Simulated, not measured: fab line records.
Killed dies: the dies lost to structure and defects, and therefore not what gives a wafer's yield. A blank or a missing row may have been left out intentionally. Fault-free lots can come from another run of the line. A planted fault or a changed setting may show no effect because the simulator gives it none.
Which tool is to blame? :: flow berkeley-cmos170 :: 42 wafers from 14 lots sampled at 5 of the route's 331 steps

== WHAT THE GAUGES SHOWED, per wafer ==
UCB170_SDANNEAL_RS_MEAS_02: a four-point-probe measurement.
lot: L137
measured: day 7 16:37
on: film-metro-04
PSD_RS (ohm/sq): 75.6 76.0 75.6

lot: L140
measured: day 7 16:44
on: film-metro-03
PSD_RS (ohm/sq): 75.4 75.7 75.7

lot: L139
measured: day 7 16:46
on: film-metro-02
PSD_RS (ohm/sq): 75.5 75.9 75.4

lot: L138
measured: day 7 17:08
on: film-metro-04
PSD_RS (ohm/sq): 75.3 75.4 75.4

lot: L141
measured: day 8 00:49
on: film-metro-04
PSD_RS (ohm/sq): 75.0 74.7 75.1

lot: L143
measured: day 8 05:48
on: film-metro-03
PSD_RS (ohm/sq): 75.5 75.3 75.2

lot: L144
measured: day 8 19:34
on: film-metro-02
PSD_RS (ohm/sq): 74.9 74.9 74.8

lot: L148
measured: day 9 12:05
on: film-metro-04
PSD_RS (ohm/sq): 76.1 75.8 75.6

lot: L153
measured: day 10 01:41
on: film-metro-02
PSD_RS (ohm/sq): 75.1 74.7 74.9

lot: L150
measured: day 10 02:07
on: film-metro-03
PSD_RS (ohm/sq): 56.7 56.8 56.8

lot: L152
measured: day 10 02:07
on: film-metro-04
PSD_RS (ohm/sq): 75.2 75.4 75.3

lot: L149
measured: day 10 07:30
on: film-metro-04
PSD_RS (ohm/sq): 56.6 56.6 56.3

lot: L159
measured: day 11 09:40
on: film-metro-02
PSD_RS (ohm/sq): 75.2 75.6 75.2

lot: L160
measured: day 11 19:04
on: film-metro-04
PSD_RS (ohm/sq): 75.2 75.1 75.3

UCB170_SDANNEAL_RS_MEAS_03: a four-point-probe measurement.
lot: L137
measured: day 7 16:44
on: film-metro-04
NSD_RS (ohm/sq): 37.25 37.42 37.39

lot: L140
measured: day 7 16:52
on: film-metro-03
NSD_RS (ohm/sq): 37.35 37.34 37.39

lot: L139
measured: day 7 16:53
on: film-metro-02
NSD_RS (ohm/sq): 37.25 37.30 37.16

lot: L138
measured: day 7 17:15
on: film-metro-04
NSD_RS (ohm/sq): 37.32 37.32 37.29

lot: L141
measured: day 8 00:56
on: film-metro-04
NSD_RS (ohm/sq): 37.21 37.06 37.20

lot: L143
measured: day 8 05:55
on: film-metro-03
NSD_RS (ohm/sq): 37.31 37.29 37.31

lot: L144
measured: day 8 19:41
on: film-metro-02
NSD_RS (ohm/sq): 37.25 37.37 37.34

lot: L148
measured: day 9 12:12
on: film-metro-04
NSD_RS (ohm/sq): 37.30 37.42 37.28

lot: L153
measured: day 10 01:49
on: film-metro-02
NSD_RS (ohm/sq): 37.16 37.16 37.08

lot: L150
measured: day 10 02:14
on: film-metro-03
NSD_RS (ohm/sq): 31.41 31.28 31.35

lot: L152
measured: day 10 02:14
on: film-metro-04
NSD_RS (ohm/sq): 37.26 37.21 37.25

lot: L149
measured: day 10 07:37
on: film-metro-04
NSD_RS (ohm/sq): 31.32 31.38 31.23

lot: L159
measured: day 11 09:47
on: film-metro-02
NSD_RS (ohm/sq): 37.36 37.25 37.15

lot: L160
measured: day 11 19:11
on: film-metro-04
NSD_RS (ohm/sq): 37.32 37.23 37.21

UCB170_SDANNEAL_RS_MEAS_04: a four-point-probe measurement.
lot: L137
measured: day 7 16:51
on: film-metro-04
PLDD_RS (ohm/sq): 1030.1 1031.3 1030.3

lot: L140
measured: day 7 16:59
on: film-metro-03
PLDD_RS (ohm/sq): 1031.8 1035.7 1033.0

lot: L139
measured: day 7 17:01
on: film-metro-02
PLDD_RS (ohm/sq): 1028.0 1028.6 1028.5

lot: L138
measured: day 7 17:22
on: film-metro-04
PLDD_RS (ohm/sq): 1034.7 1034.8 1035.2

lot: L141
measured: day 8 01:03
on: film-metro-04
PLDD_RS (ohm/sq): 1029.9 1027.1 1026.3

lot: L143
measured: day 8 06:02
on: film-metro-03
PLDD_RS (ohm/sq): 1030.3 1033.2 1032.5

lot: L144
measured: day 8 19:48
on: film-metro-02
PLDD_RS (ohm/sq): 1029.8 1029.5 1029.2

lot: L148
measured: day 9 12:19
on: film-metro-04
PLDD_RS (ohm/sq): 1031.3 1027.6 1031.9

lot: L153
measured: day 10 01:56
on: film-metro-02
PLDD_RS (ohm/sq): 1029.0 1029.9 1026.9

lot: L150
measured: day 10 02:21
on: film-metro-03
PLDD_RS (ohm/sq): 972.2 968.8 970.9

lot: L152
measured: day 10 02:21
on: film-metro-04
PLDD_RS (ohm/sq): 1025.5 1032.7 1031.4

lot: L149
measured: day 10 07:44
on: film-metro-04
PLDD_RS (ohm/sq): 969.0 971.2 971.1

lot: L159
measured: day 11 09:54
on: film-metro-02
PLDD_RS (ohm/sq): 1036.3 1031.4 1032.3

lot: L160
measured: day 11 19:19
on: film-metro-04
PLDD_RS (ohm/sq): 1028.8 1028.6 1030.7

UCB170_SDANNEAL_RS_MEAS_05: a four-point-probe measurement.
lot: L137
measured: day 7 16:58
on: film-metro-04
NLDD_RS (ohm/sq): 614.7 615.6 615.1

lot: L140
measured: day 7 17:06
on: film-metro-03
NLDD_RS (ohm/sq): 616.1 617.8 617.6

lot: L139
measured: day 7 17:08
on: film-metro-02
NLDD_RS (ohm/sq): 618.8 619.0 619.0

lot: L138
measured: day 7 17:29
on: film-metro-04
NLDD_RS (ohm/sq): 617.9 617.0 617.2

lot: L141
measured: day 8 01:10
on: film-metro-04
NLDD_RS (ohm/sq): 615.4 616.5 617.4

lot: L143
measured: day 8 06:10
on: film-metro-03
NLDD_RS (ohm/sq): 616.9 619.3 618.5

lot: L144
measured: day 8 19:55
on: film-metro-02
NLDD_RS (ohm/sq): 615.5 616.3 616.5

lot: L148
measured: day 9 12:26
on: film-metro-04
NLDD_RS (ohm/sq): 615.9 615.7 616.9

lot: L153
measured: day 10 02:03
on: film-metro-02
NLDD_RS (ohm/sq): 618.5 617.6 616.7

lot: L150
measured: day 10 02:28
on: film-metro-03
NLDD_RS (ohm/sq): 614.0 611.2 612.0

lot: L152
measured: day 10 02:28
on: film-metro-04
NLDD_RS (ohm/sq): 613.9 618.6 616.8

lot: L149
measured: day 10 07:52
on: film-metro-04
NLDD_RS (ohm/sq): 610.8 612.6 609.1

lot: L159
measured: day 11 10:01
on: film-metro-02
NLDD_RS (ohm/sq): 616.3 616.7 615.9

lot: L160
measured: day 11 19:26
on: film-metro-04
NLDD_RS (ohm/sq): 618.3 617.4 618.5

== EACH LOT AND THE TOOL THAT RAN IT (in order: tool; ch and the chambers of the sampled wafers; start) ==
lot: L137
UCB170_SDANNEAL_RTA_01: rtp-anneal-01 ch 0, day 7 16:32

lot: L140
UCB170_SDANNEAL_RTA_01: rtp-anneal-02 ch 0, day 7 16:40

lot: L139
UCB170_SDANNEAL_RTA_01: rtp-anneal-01 ch 0, day 7 16:41

lot: L138
UCB170_SDANNEAL_RTA_01: rtp-anneal-01 ch 0, day 7 17:00

lot: L141
UCB170_SDANNEAL_RTA_01: rtp-anneal-02 ch 0, day 8 00:45

lot: L143
UCB170_SDANNEAL_RTA_01: rtp-anneal-02 ch 0, day 8 05:44

lot: L144
UCB170_SDANNEAL_RTA_01: rtp-anneal-01 ch 0, day 8 19:30

lot: L148
UCB170_SDANNEAL_RTA_01: rtp-anneal-01 ch 0, day 9 12:01

lot: L153
UCB170_SDANNEAL_RTA_01: rtp-anneal-02 ch 0, day 10 01:37

lot: L150
UCB170_SDANNEAL_RTA_01: rtp-anneal-02 ch 0, day 10 02:03

lot: L152
UCB170_SDANNEAL_RTA_01: rtp-anneal-01 ch 0, day 10 02:03

lot: L149
UCB170_SDANNEAL_RTA_01: rtp-anneal-02 ch 0, day 10 07:26

lot: L159
UCB170_SDANNEAL_RTA_01: rtp-anneal-01 ch 0, day 11 09:35

lot: L160
UCB170_SDANNEAL_RTA_01: rtp-anneal-01 ch 0, day 11 19:01
- UCB170_SDANNEAL_RTA_01: time 5 s.

== AS READ BY THE TOOLS THEMSELVES (means over the sampled wafers that have a number; for cases with no such wafer, the mark the record gives instead) ==
UCB170_SDANNEAL_RTA_01.
lot: L137
tool: rtp-anneal-01
chamber-o2-ppm: 1.996
lamp-power-pct (%): 40
wafer_temp_C_max: 1056.0

lot: L140
tool: rtp-anneal-02
chamber-o2-ppm: 2.008
lamp-power-pct (%): 33
wafer_temp_C_max: 1053.6

lot: L139
tool: rtp-anneal-01
chamber-o2-ppm: 2.038
lamp-power-pct (%): 40
wafer_temp_C_max: 1056.4

lot: L138
tool: rtp-anneal-01
chamber-o2-ppm: 1.968
lamp-power-pct (%): 40
wafer_temp_C_max: 1058.6

lot: L141
tool: rtp-anneal-02
chamber-o2-ppm: 2.001
lamp-power-pct (%): 33
wafer_temp_C_max: 1052.8

lot: L143
tool: rtp-anneal-02
chamber-o2-ppm: 1.999
lamp-power-pct (%): 33
wafer_temp_C_max: 1053.0

lot: L144
tool: rtp-anneal-01
chamber-o2-ppm: 2.009
lamp-power-pct (%): 40
wafer_temp_C_max: 1055.9

lot: L148
tool: rtp-anneal-01
chamber-o2-ppm: 2.019
lamp-power-pct (%): 40
wafer_temp_C_max: 1056.5

lot: L153
tool: rtp-anneal-02
chamber-o2-ppm: 1.973
lamp-power-pct (%): 33
wafer_temp_C_max: 1053.4

lot: L150
tool: rtp-anneal-02
chamber-o2-ppm: 1.996
lamp-power-pct (%): 33
wafer_temp_C_max: 1055.0

lot: L152
tool: rtp-anneal-01
chamber-o2-ppm: 1.992
lamp-power-pct (%): 40
wafer_temp_C_max: 1056.1

lot: L149
tool: rtp-anneal-02
chamber-o2-ppm: 2.020
lamp-power-pct (%): 33
wafer_temp_C_max: 1053.8

lot: L159
tool: rtp-anneal-01
chamber-o2-ppm: 2.036
lamp-power-pct (%): 40
wafer_temp_C_max: 1056.5

lot: L160
tool: rtp-anneal-01
chamber-o2-ppm: 2.011
lamp-power-pct (%): 40
wafer_temp_C_max: 1057.1

== THE ANSWER, worked out from the rows above alone ==
Rule: usual is defined by the lots themselves. The widest of any qualifying gaps counts: lots, ordered by their means at a reading, are off when they make up no more than a third of the lots, leave a main group of 4 or more, and stand apart from it by 3 or more times the standard deviation of that group's means. The tables above print the reading to a certain number of digits; a main group whose means all agree to those digits is not used. A lot without any number at a reading at which 4 lots or more have one is off too. Where the step has rows for the other lots, those lots are counted as sound. Order of review: gauges by route order, followed by the tools' own readings, for which a lot's mean as printed above is used. The first step at which some lot is off is used, and at that step the reading that is off furthest; a lot without a number counts as furthest.
Off: at UCB170_SDANNEAL_RS_MEAS_02 (PSD_RS), L150, L149. The main group: mean 75.3 ohm/sq, standard deviation 0.31.
A tool fits if, at a process step before that reading, it ran every lot that is off, and no sound lot after the first of them. Those tools and the gauges at UCB170_SDANNEAL_RS_MEAS_02 are tried in the same way. One fits: UCB170_SDANNEAL_RTA_01 on rtp-anneal-02. Its last sound lot is L153 (day 10 01:37), its first lot that is off L150 (day 10 02:03): a fault that began between those two fits.

== WHAT WAS PUT IN BY THE SIMULATOR ==
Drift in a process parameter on rtp-anneal-02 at UCB170_SDANNEAL_RTA_01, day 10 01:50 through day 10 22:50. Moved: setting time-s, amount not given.
Lots struck among those shown: L150, L149. The rule given above showed the same thing.
